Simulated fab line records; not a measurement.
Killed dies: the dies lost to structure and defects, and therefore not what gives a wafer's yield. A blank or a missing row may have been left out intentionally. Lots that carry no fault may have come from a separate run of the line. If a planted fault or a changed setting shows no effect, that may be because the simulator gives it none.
Split-lot experiment | flow berkeley_cmos170 | on a route of 331 steps: 5 lots, 23 wafers read

== THE SPLIT ==
At UCB170_CONTACT_CVD_01 (deposits PSG from SiH4/O2/PH3, target thk 700 nm, time 2820 s), the setting o2_flow_sccm was moved away from the recipe's 90 sccm on 20 of the 23 wafers read, by -9.5% to +6.6%. For the rest of the wafers, this setting stayed at what the recipe calls for.

The file shows no step between the split and the reading.

== THE READING ==
CONTACT_PSG_THK at UCB170_CONTACT_THK_MEAS_02, in nm. Fault-free wafers of this fab line usually give 702 nm, standard deviation 4.9 nm.

wafer  | tool, chamber at the split | o2_flow_sccm as run, sccm | against the recipe | CONTACT_PSG_THK, nm | against lot-mates on the recipe
L076.2 | -, -                       | 81.44                     | -9.5%              | 673                 | no lot-mate on the recipe
L076.3 | -, -                       | 81.44                     | -9.5%              | 674                 | no lot-mate on the recipe
L076.4 | -, -                       | 81.44                     | -9.5%              | 676                 | no lot-mate on the recipe
L076.5 | -, -                       | 81.44                     | -9.5%              | 670                 | no lot-mate on the recipe
L076.6 | -, -                       | 81.44                     | -9.5%              | 670                 | no lot-mate on the recipe
L078.1 | -, -                       | 85.68                     | -4.8%              | 689                 | no lot-mate on the recipe
L078.2 | -, -                       | 85.68                     | -4.8%              | 689                 | no lot-mate on the recipe
L078.3 | -, -                       | 85.68                     | -4.8%              | 685                 | no lot-mate on the recipe
L078.4 | -, -                       | 85.68                     | -4.8%              | 693                 | no lot-mate on the recipe
L078.6 | -, -                       | 85.68                     | -4.8%              | 692                 | no lot-mate on the recipe
L080.1 | -, -                       | 95.91                     | +6.6%              | 722                 | no lot-mate on the recipe
L080.2 | -, -                       | 95.91                     | +6.6%              | 726                 | no lot-mate on the recipe
L080.4 | -, -                       | 95.91                     | +6.6%              | 726                 | no lot-mate on the recipe
L080.5 | -, -                       | 95.91                     | +6.6%              | 727                 | no lot-mate on the recipe
L080.6 | -, -                       | 95.91                     | +6.6%              | 728                 | no lot-mate on the recipe
L079.3 | lpcvd-01, 0                | 90                        | recipe             | 693                 | -
L079.4 | lpcvd-01, 0                | 90                        | recipe             | 698                 | -
L079.5 | lpcvd-01, 0                | 90                        | recipe             | 698                 | -
L084.2 | -, -                       | 82.79                     | -8.0%              | 669                 | no lot-mate on the recipe
L084.3 | -, -                       | 82.79                     | -8.0%              | 675                 | no lot-mate on the recipe
L084.4 | -, -                       | 82.79                     | -8.0%              | 677                 | no lot-mate on the recipe
L084.5 | -, -                       | 82.79                     | -8.0%              | 667                 | no lot-mate on the recipe
L084.6 | -, -                       | 82.79                     | -8.0%              | 670                 | no lot-mate on the recipe

FIT RESULTS
A straight line over all 23 wafers: CONTACT_PSG_THK changes by +3.37 nm for each +1% of o2_flow_sccm; r = +0.98; the points scatter about the line by 4.6 nm.
Too few moved wafers with a lot-mate on the recipe to fit a line net of each lot's own level.

== THE WHOLE CHAIN: every reading that the file lists as answering this split, in the file's order ==
step                       | what it does                                                               | reading                                                                       | change (the file's fit)              | r (the file's)
UCB170_CONTACT_CVD_01      | deposits PSG from SiH4/O2/PH3, target thk 700 nm, time 2820 s              | PSG_of_CONTACT_CVD_01.thk_nm (the simulator's own value, which no gauge read) | +3.36 nm for each +1% of the setting | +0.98
UCB170_CONTACT_THK_MEAS_02 |                                                                            | CONTACT_PSG_THK                                                               | +3.35 for each +1% of the setting    | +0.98
UCB170_CONTACT_ETCH_18     | etches PSG in CHF3/CF4/Ar, stops on TiSi2, target depth 840 nm, time 195 s | CONTACT.feature_depth_nm (the simulator's own value, which no gauge read)     | +3.36 nm for each +1% of the setting | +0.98
UCB170_CONTACT_ETCH_18     | etches PSG in CHF3/CF4/Ar, stops on TiSi2, target depth 840 nm, time 195 s | etch.depth_nm (the simulator's own value, which no gauge read)                | +3.45 nm for each +1% of the setting | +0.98

== FILE'S OWN FIT ==
CONTACT_PSG_THK changes by +3.35 nm for each +1% of o2_flow_sccm, r = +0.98.
